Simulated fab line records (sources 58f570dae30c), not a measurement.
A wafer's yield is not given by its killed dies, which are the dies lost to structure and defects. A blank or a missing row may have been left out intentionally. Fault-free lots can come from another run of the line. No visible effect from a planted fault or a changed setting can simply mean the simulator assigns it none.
A lot that was struck, set against a sound lot + flow berkeley-cmos170 + 21 steps out of a route of 331
Sound: wafers L519.3, L519.5, L519.6. Wafers struck: L538.2, L538.3, L538.6. The cause comes at the end.
Per side, at each step with rows, come the tool, then ch with its chambers, and then its first start. Under that, the readings that differ: sound wafers + struck wafers + difference of the means + sigmas: that difference in standard deviations of wafers without a fault.
alike: readings whose means differ by less than 2 such deviations, and words and numbers that are the same on both sides. not compared: withheld readings, readings that some wafer has no value for, bounds like >300 that may hide the same value, and numbers for which the record gives no deviation and whose values overlap.
A row with sigmas, a row that says differs or no value, or rows on one side alone: a step with any of these is where the two part. Non-overlapping numbers with no deviation appear without sigmas and do not part them. A reading missing from all wafers of one side parts the sides only when that side holds two or more wafers.

UCB170_M2_ETCH_17: etches BARC in N2/H2.
  sound on rie-diel-02 ch 2,3, day 8 10:02; struck on rie-diel-03 ch 1,2, day 11 19:24
| reading               | sound             | struck            | difference | sigmas |
|-----------------------|-------------------|-------------------|------------|--------|
| oes-product-au (a.u.) | 1.038 1.036 1.039 | 1.002 0.965 0.957 | -0.063     | -2     |
  alike: drypump-motor-current-A, rf-fwd-power-W, throttle-valve-pct
UCB170_M2_METAL_ETCH_18: etches Al in Cl2/BCl3, stops on SiO2, target depth 1170 nm, time 195 s.
  sound on rie-metal-04 ch 0,1, day 8 10:08; struck on rie-metal-01 ch 0,1, day 11 19:26
| reading                | sound          | struck         | difference | sigmas |
|------------------------|----------------|----------------|------------|--------|
| throttle-valve-pct (%) | 24.7 24.7 24.7 | 23.8 24.3 23.8 | -0.7       | -2     |
  alike: drypump-motor-current-A, oes-product-au, rf-fwd-power-W
  not compared: rf-hours-counter-h
UCB170_M2_STRIP_19: strips in O2.
  sound on plasma-asher-04 ch 0,1, day 8 10:18; struck on plasma-asher-04 ch 0,1, day 11 19:38
  alike: drypump-motor-current-A, oes-product-au
  not compared: rf-hours-counter-h
UCB170_M2_CD_MEAS_90 targets a cd of 700 nm.
  struck on cd-sem-01, day 11 19:45; sound on cd-sem-02, day 8 10:28
  alike: cd-nm
then, 1 step without rows for these wafers: UCB170_V2_CVD_00 (deposits SiO2 from TEOS/O2, target thk 2000 nm, time 250 s).
UCB170_V2_THK_MEAS_01:
  struck on film-metro-03, day 11 20:08; sound on film-metro-04, day 8 10:43
  alike: V2_TEOS_THK
UCB170_V2_CMP_02: polishes SiO2.
  sound on cmp-01 ch 0,3, day 8 10:49; struck on cmp-01 ch 1,3, day 11 20:11
  alike: motor-current-A
UCB170_V2_BOW_MEAS_03:
  struck on film-metro-03, day 11 20:31; sound on film-metro-03, day 8 11:06
  alike: V2_BOW
UCB170_V2_THK_MEAS_04:
  struck on film-metro-03, day 11 20:37; sound on film-metro-03, day 8 11:12
  alike: V2_POLISHED_THK
then, 3 steps without rows for these wafers: UCB170_V2_CLEAN_05 (cleans in DIW); UCB170_V2_HMDS_06 (prime time 60 s); UCB170_V2_COAT_07 (resist thk 900 nm).
UCB170_V2_SOFTBAKE_08: time 60 s.
  sound on litho-track-01 ch 0, day 8 12:50; struck on litho-track-03 ch 0, day 11 21:32
| reading                  | sound                | struck               | difference | sigmas |
|--------------------------|----------------------|----------------------|------------|--------|
| heater-power-total-W (W) | 56.86 56.78 56.84    | 54.11 54.16 54.16    | -2.68      | -60    |
| plate-temp-C (C)         | 129.77 129.92 130.00 | 125.04 125.10 125.25 | -4.77      | -37    |
  alike: chill-plate-temp-C
then, 2 steps without rows for these wafers: UCB170_V2_EXPOSE_09 (exposes mask VIA2, target cd 700 nm); UCB170_V2_PEB_10.
UCB170_V2_DEVELOP_11: develop time 45 s.
  sound on litho-track-04 ch 0; struck on litho-track-04 ch 0
| reading                             | sound           | struck            | difference | sigmas |
|-------------------------------------|-----------------|-------------------|------------|--------|
| model.KrF_of_V2_COAT_07.thk-nm (nm) | 888.2 890 888.9 | 888.1 887.2 885.6 | -2.1       |        |
  alike: chill-plate-temp-C
UCB170_V2_CD_MEAS_12 targets a cd of 700 nm.
  struck on cd-sem-01, day 11 22:20; sound on cd-sem-01, day 8 13:43
| reading    | sound             | struck            | difference | sigmas |
|------------|-------------------|-------------------|------------|--------|
| cd-nm (nm) | 700.3 699.9 700.8 | 690.5 690.1 690.4 | -10.0      | -7     |
UCB170_V2_OVL_MEAS_13:
  struck on overlay-02, day 11 22:27; sound on overlay-01, day 8 13:48
  alike: V2_OVL
UCB170_V2_ETCH_14: etches SiO2 in CHF3/CF4/Ar, stops on Al, target depth 1250 nm, time 295.2 s.
  sound on rie-diel-01 ch 0,1, day 8 13:49; struck on rie-diel-03 ch 0,1,2, day 11 22:29
| reading             | sound             | struck            | difference | sigmas |
|---------------------|-------------------|-------------------|------------|--------|
| model.V2.cd-nm (nm) | 701.2 700.2 702.6 | 690.6 689.8 688.6 | -11.7      |        |
  alike: drypump-motor-current-A, oes-product-au, throttle-valve-pct
  not compared: rf-hours-counter-h
UCB170_V2_STRIP_15: strips in O2.
  sound on plasma-asher-01 ch 0,1, day 8 14:02; struck on plasma-asher-03 ch 0,1, day 11 22:40
  alike: drypump-motor-current-A, oes-product-au, strip-time-to-endpoint-s
  not compared: rf-hours-counter-h
UCB170_M3_PROBE_99:
  the record holds rows for the sound wafers here (prober-01, day 8 17:41) but none for the struck ones

WHERE THEY PART
First at UCB170_M2_ETCH_17; last, within this record, at UCB170_M3_PROBE_99.

WHY: the cause the simulator had injected
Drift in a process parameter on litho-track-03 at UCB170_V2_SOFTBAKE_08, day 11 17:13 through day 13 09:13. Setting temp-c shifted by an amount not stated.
